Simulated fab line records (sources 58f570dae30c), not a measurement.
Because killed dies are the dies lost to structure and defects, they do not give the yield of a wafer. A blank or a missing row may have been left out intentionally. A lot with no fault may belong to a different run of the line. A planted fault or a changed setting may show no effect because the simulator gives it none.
Which tool is to blame? + flow berkeley_cmos170 + Sampling: 14 lots, 42 wafers, 6 of 331 route steps

WHAT THE GAUGES READ, wafer by wafer
UCB170_GATE_THK_MEAS_02.
| lot  | measured     | on            | GATE_OXIDE_THK (nm) |
|------|--------------|---------------|---------------------|
| L423 | day 4 22:32  | film_metro-01 | 6.52 6.52 6.61      |
| L425 | day 5 17:55  | film_metro-03 | 6.86 6.72 6.70      |
| L424 | day 5 17:55  | film_metro-04 | 6.74 6.67 6.60      |
| L426 | day 5 17:56  | film_metro-01 | 6.92 6.94 6.99      |
| L427 | day 6 12:01  | film_metro-04 | 6.35 6.47 6.46      |
| L430 | day 6 18:05  | film_metro-03 | 6.58 6.76 6.74      |
| L432 | day 7 14:48  | film_metro-04 | 6.42 6.36 6.36      |
| L434 | day 7 20:19  | film_metro-04 | 6.65 6.64 6.71      |
| L438 | day 8 15:35  | film_metro-01 | 6.66 6.51 6.54      |
| L442 | day 10 01:04 | film_metro-04 | 6.87 6.94 6.79      |
| L443 | day 10 01:04 | film_metro-01 | 6.86 6.85 6.74      |
| L444 | day 10 06:40 | film_metro-04 | 6.74 6.76 6.80      |
| L445 | day 10 06:40 | film_metro-01 | 6.91 6.81 6.81      |
| L446 | day 10 12:10 | film_metro-01 | 6.73 6.59 6.54      |

UCB170_SPACER_THK_MEAS_01.
| lot  | measured     | on            | SPACER_TEOS_THK (nm) |
|------|--------------|---------------|----------------------|
| L423 | day 5 12:10  | film_metro-04 | 377 377 382          |
| L425 | day 6 05:46  | film_metro-04 | 371 371 377          |
| L424 | day 6 06:13  | film_metro-04 | 363 379 373          |
| L426 | day 6 18:23  | film_metro-02 | 383 380 379          |
| L427 | day 6 22:50  | film_metro-01 | 313 368 321          |
| L430 | day 7 07:23  | film_metro-04 | 380 385 379          |
| L432 | day 8 05:52  | film_metro-01 | 377 377 386          |
| L434 | day 8 09:53  | film_metro-02 | 375 320 374          |
| L438 | day 9 05:36  | film_metro-01 | 385 375 382          |
| L442 | day 10 11:46 | film_metro-04 | 372 379 376          |
| L443 | day 10 11:25 | film_metro-01 | 383 373 387          |
| L444 | day 10 16:56 | film_metro-01 | 374 376 379          |
| L445 | day 10 16:58 | film_metro-04 | 372 372 377          |
| L446 | day 11 03:25 | film_metro-04 | 377 380 385          |

UCB170_PSD_OVL_MEAS_07.
| lot  | measured     | on         | PSD_OVL (nm) |
|------|--------------|------------|--------------|
| L423 | day 5 18:19  | overlay-01 | -2 -5 -9     |
| L425 | day 6 10:50  | overlay-02 | 12 7 7       |
| L424 | day 6 10:58  | overlay-02 | 4 2 2        |
| L426 | day 7 02:03  | overlay-01 | 1 0 -6       |
| L427 | day 7 02:44  | overlay-01 | 4 -2 -2      |
| L430 | day 7 13:43  | overlay-01 | 10 2 5       |
| L432 | day 8 11:13  | overlay-02 | -2 -1 -4     |
| L434 | day 8 15:46  | overlay-01 | -1 1 2       |
| L438 | day 9 12:50  | overlay-02 | -9 -2 -2     |
| L442 | day 10 19:10 | overlay-02 | -4 -4 -7     |
| L443 | day 10 18:56 | overlay-01 | -4 -4 -4     |
| L444 | day 11 01:02 | overlay-02 | -6 -3 -6     |
| L445 | day 11 00:50 | overlay-01 | -8 -1 -6     |
| L446 | day 11 06:50 | overlay-02 | -1 -1 -2     |

WHAT TOOL EACH LOT RAN ON (gives the tool, then ch and the chambers of the sampled wafers, and finally the start)
| lot  | UCB170_NLDD_STRIP_10                 | UCB170_SPACER_CVD_00            | UCB170_SPACER_ETCHBACK_03          |
|------|--------------------------------------|---------------------------------|------------------------------------|
| L423 | plasma_asher-02 ch 0,1, day 5 11:45  | pecvd-03 ch 0,1,2, day 5 12:07  | rie_diel-03 ch 0,1,3, day 5 16:40  |
| L425 | plasma_asher-04 ch 0, day 6 05:23    | pecvd-04 ch 0,2, day 6 05:43    | rie_diel-02 ch 1,3, day 6 08:10    |
| L424 | plasma_asher-02 ch 0,1, day 6 05:45  | pecvd-02 ch 0,2, day 6 06:10    | rie_diel-03 ch 2,3, day 6 08:10    |
| L426 | plasma_asher-02 ch 0,1, day 6 18:01  | pecvd-04 ch 0,1,2, day 6 18:20  | rie_diel-03 ch 0,1,3, day 7 01:00  |
| L427 | plasma_asher-03 ch 0,1, day 6 22:26  | pecvd-03 ch 0,2, day 6 22:47    | rie_diel-03 ch 0,1,2, day 7 01:04  |
| L430 | plasma_asher-03 ch 0,1, day 7 07:02  | pecvd-02 ch 0,1, day 7 07:20    | rie_diel-03 ch 0,1,3, day 7 12:31  |
| L432 | plasma_asher-04 ch 0,1, day 8 05:08  | pecvd-02 ch 0,1,2, day 8 05:49  | rie_diel-02 ch 1,2,3, day 8 09:28  |
| L434 | plasma_asher-03 ch 1, day 8 09:00    | pecvd-03 ch 0,1,2, day 8 09:47  | rie_diel-03 ch 2,3, day 8 14:07    |
| L438 | plasma_asher-04 ch 0,1, day 9 04:23  | pecvd-02 ch 0,1,2, day 9 05:32  | rie_diel-01 ch 1,2, day 9 11:28    |
| L442 | plasma_asher-03 ch 0,1, day 10 11:22 | pecvd-03 ch 1,2, day 10 11:42   | rie_diel-03 ch 0,1,3, day 10 17:46 |
| L443 | plasma_asher-04 ch 0, day 10 10:59   | pecvd-02 ch 1,2, day 10 11:22   | rie_diel-01 ch 2,3, day 10 17:46   |
| L444 | plasma_asher-04 ch 0,1, day 10 16:32 | pecvd-04 ch 0,1,2, day 10 16:53 | rie_diel-02 ch 1,2,3, day 10 23:40 |
| L445 | plasma_asher-02 ch 0,1, day 10 16:24 | pecvd-03 ch 0,1, day 10 16:55   | rie_diel-03 ch 0,3, day 10 23:40   |
| L446 | plasma_asher-02 ch 0,1, day 11 00:05 | pecvd-02 ch 1,2, day 11 03:22   | rie_diel-01 ch 0,2,3, day 11 04:58 |
- UCB170_NLDD_STRIP_10: strips in O2.
- UCB170_SPACER_CVD_00: deposits SiO2 from TEOS/O2, target thk 376 nm, time 47 s.
- UCB170_SPACER_ETCHBACK_03: etches SiO2 in CHF3/CF4/Ar, stops on Si, target depth 376 nm, time 100 s.

AS READ BY THE TOOLS THEMSELVES (means over the sampled wafers that have a number; for cases with no such wafer, the mark the record gives instead)
UCB170_NLDD_STRIP_10.
| lot  | tool            | drypump_motor_current_A (A) | oes_product_au (a.u.) | strip_time_to_endpoint_s (s) |
|------|-----------------|-----------------------------|-----------------------|------------------------------|
| L423 | plasma_asher-02 | 5.55                        | 0.736                 | 21.66                        |
| L425 | plasma_asher-04 | 6.02                        | 0.734                 | 21.59                        |
| L424 | plasma_asher-02 | 5.54                        | 0.737                 | 21.79                        |
| L426 | plasma_asher-02 | 5.54                        | 0.737                 | 21.66                        |
| L427 | plasma_asher-03 | 5.62                        | 0.736                 | 21.74                        |
| L430 | plasma_asher-03 | 5.61                        | 0.732                 | 21.62                        |
| L432 | plasma_asher-04 | 5.76                        | 0.733                 | 21.60                        |
| L434 | plasma_asher-03 | 5.72                        | 0.733                 | 21.71                        |
| L438 | plasma_asher-04 | 5.77                        | 0.732                 | 21.57                        |
| L442 | plasma_asher-03 | 5.64                        | 0.735                 | 21.62                        |
| L443 | plasma_asher-04 | 6.03                        | 0.734                 | 21.59                        |
| L444 | plasma_asher-04 | 5.79                        | 0.731                 | 21.63                        |
| L445 | plasma_asher-02 | 5.56                        | 0.734                 | 21.69                        |
| L446 | plasma_asher-02 | 5.55                        | 0.728                 | 21.64                        |

UCB170_SPACER_CVD_00.
| lot  | tool     | heater_power_w (W) | rf_fwd_power_W (W) |
|------|----------|--------------------|--------------------|
| L423 | pecvd-03 | 300                | 544.1              |
| L425 | pecvd-04 | 250                | 544.9              |
| L424 | pecvd-02 | 232                | 546.9              |
| L426 | pecvd-04 | 278                | 545.7              |
| L427 | pecvd-03 | 290                | 397.7              |
| L430 | pecvd-02 | 291                | 540.0              |
| L432 | pecvd-02 | 275                | 544.3              |
| L434 | pecvd-03 | 263                | 470.3              |
| L438 | pecvd-02 | 276                | 545.7              |
| L442 | pecvd-03 | 260                | 545.6              |
| L443 | pecvd-02 | 287                | 545.9              |
| L444 | pecvd-04 | 257                | 547.1              |
| L445 | pecvd-03 | 292                | 545.6              |
| L446 | pecvd-02 | 288                | 546.4              |

UCB170_SPACER_ETCHBACK_03.
| lot  | tool        | drypump_motor_current_A (A) | oes_product_au (a.u.) | rf_fwd_power_W (W) | throttle_valve_pct (%) |
|------|-------------|-----------------------------|-----------------------|--------------------|------------------------|
| L423 | rie_diel-03 | 6.0                         | 0.893                 | 496.8              | 6.47                   |
| L425 | rie_diel-02 | 5.7                         | 0.885                 | 497.4              | 6.55                   |
| L424 | rie_diel-03 | 6.3                         | 0.878                 | 497.5              | 6.53                   |
| L426 | rie_diel-03 | 6.1                         | 0.897                 | 498.6              | 6.47                   |
| L427 | rie_diel-03 | 6.3                         | 0.808                 | 498.6              | 6.53                   |
| L430 | rie_diel-03 | 6.1                         | 0.899                 | 497.3              | 6.46                   |
| L432 | rie_diel-02 | 5.5                         | 0.920                 | 497.2              | 6.43                   |
| L434 | rie_diel-03 | 6.3                         | 0.851                 | 499.3              | 6.53                   |
| L438 | rie_diel-01 | 5.4                         | 0.925                 | 493.8              | 6.37                   |
| L442 | rie_diel-03 | 6.1                         | 0.887                 | 496.9              | 6.46                   |
| L443 | rie_diel-01 | 6.0                         | 0.908                 | 496.8              | 6.45                   |
| L444 | rie_diel-02 | 5.5                         | 0.910                 | 496.7              | 6.42                   |
| L445 | rie_diel-03 | 6.3                         | 0.888                 | 498.0              | 6.46                   |
| L446 | rie_diel-01 | 5.8                         | 0.904                 | 498.0              | 6.48                   |

THE ANSWER, worked out from the rows above alone
Rule: usual is defined by the lots themselves. Put in order of their means at a reading, lots are off if they are a third of the lots or fewer, leave a main group of 4 or more, and stand apart from it by a gap of 3 or more times the standard deviation of the main group's means; of several such gaps the widest counts. A main group is skipped when, at the precision printed for the reading in the tables above, its means are all equal. A lot without any number at a reading at which 4 lots or more have one is off too. Any other lot the step has rows for is counted as sound. After the gauges, taken in route order, come the tools' own readings; for these a lot's mean is taken, as printed above. The first step at which some lot is off is used, and at that step the reading that is off furthest; a lot without a number counts as furthest.
Off: at UCB170_SPACER_THK_MEAS_01 (SPACER_TEOS_THK), L427, L434. The main group has a mean of 378 nm with a standard deviation of 3.4.
A tool fits if, at a process step before that reading, it ran every lot that is off, and no sound lot after the first of them. The gauges at UCB170_SPACER_THK_MEAS_01 aren't tried: what is off there is off at UCB170_SPACER_CVD_00 too, on other tools, and a gauge's error can't cause that. Of those tried, none fits.

WHAT WAS PUT IN BY THE SIMULATOR
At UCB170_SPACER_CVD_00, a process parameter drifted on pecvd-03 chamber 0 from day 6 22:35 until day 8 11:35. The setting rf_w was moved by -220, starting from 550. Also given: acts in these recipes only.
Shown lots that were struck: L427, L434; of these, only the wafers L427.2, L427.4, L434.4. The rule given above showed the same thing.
